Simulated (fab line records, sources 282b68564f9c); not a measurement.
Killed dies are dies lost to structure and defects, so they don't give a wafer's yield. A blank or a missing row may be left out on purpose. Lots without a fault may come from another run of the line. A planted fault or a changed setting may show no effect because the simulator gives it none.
Which tool did it? | flow rit_cmos | 7 lots, 21 wafers sampled, at 2 steps of a route of 202

WHAT THE GAUGES READ, wafer by wafer
RIT_GATE_THK_MEAS_07.
lot  | measured    | on            | GATE_OXIDE_THK (nm)
L590 | day 3 04:38 | film_metro-04 | 3.09 3.13 3.05
L592 | day 3 16:51 | film_metro-04 | 3.09 3.13 3.06
L596 | day 4 08:57 | film_metro-03 | 3.62 3.65 3.63
L602 | day 5 11:19 | film_metro-03 | 3.09 3.11 3.07
L605 | day 5 23:49 | film_metro-03 | 3.07 3.00 3.02
L607 | day 6 12:32 | film_metro-04 | 3.03 2.95 2.96
L610 | day 7 02:07 | film_metro-03 | 3.01 3.01 2.99

WHICH TOOL RAN EACH LOT (tool, then ch and the chambers of the sampled wafers, then the start)
lot  | RIT_GATE_OXIDATION_05
L590 | furnace-04 ch 0, day 3 02:29
L592 | furnace-03 ch 0, day 3 14:54
L596 | furnace-01 ch 0, day 4 06:19
L602 | furnace-04 ch 0, day 5 08:19
L605 | furnace-03 ch 0, day 5 22:28
L607 | furnace-04 ch 0, day 6 11:13
L610 | furnace-03 ch 0, day 7 00:31
- RIT_GATE_OXIDATION_05: target thk 3 nm, ox time 270 s.

THE ANSWER, worked out from the rows above alone
Rule: what is usual is taken from the lots themselves. Put in order of their means at a reading, lots are off if they are a third of the lots or fewer, leave a main group of 4 or more, and stand apart from it by a gap of 3 or more times the standard deviation of the main group's means; of several such gaps the widest counts. A main group whose means are all the same, to the digits that the tables above print for the reading, isn't used. A lot without any number at a reading at which 4 lots or more have one is off too. The other lots that the step has rows for count as sound.
Off: L596, at RIT_GATE_THK_MEAS_07 (GATE_OXIDE_THK). The main group: mean 3.05 nm, standard deviation 0.046.
A tool fits if, at a process step before that reading, it ran every lot that is off, and no sound lot after the first of them. The gauges at RIT_GATE_THK_MEAS_07 are tried like those tools. One fits: furnace-01 at RIT_GATE_OXIDATION_05. It ran no sound lot before its first lot that is off in this sample, so the start can't be narrowed down.

WHAT THE SIMULATOR HAD PUT IN
Process parameter drift: furnace-01, from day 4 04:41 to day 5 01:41, at RIT_GATE_OXIDATION_05. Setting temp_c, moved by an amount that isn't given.
Lots struck among those shown: L596. The rule above found the same.
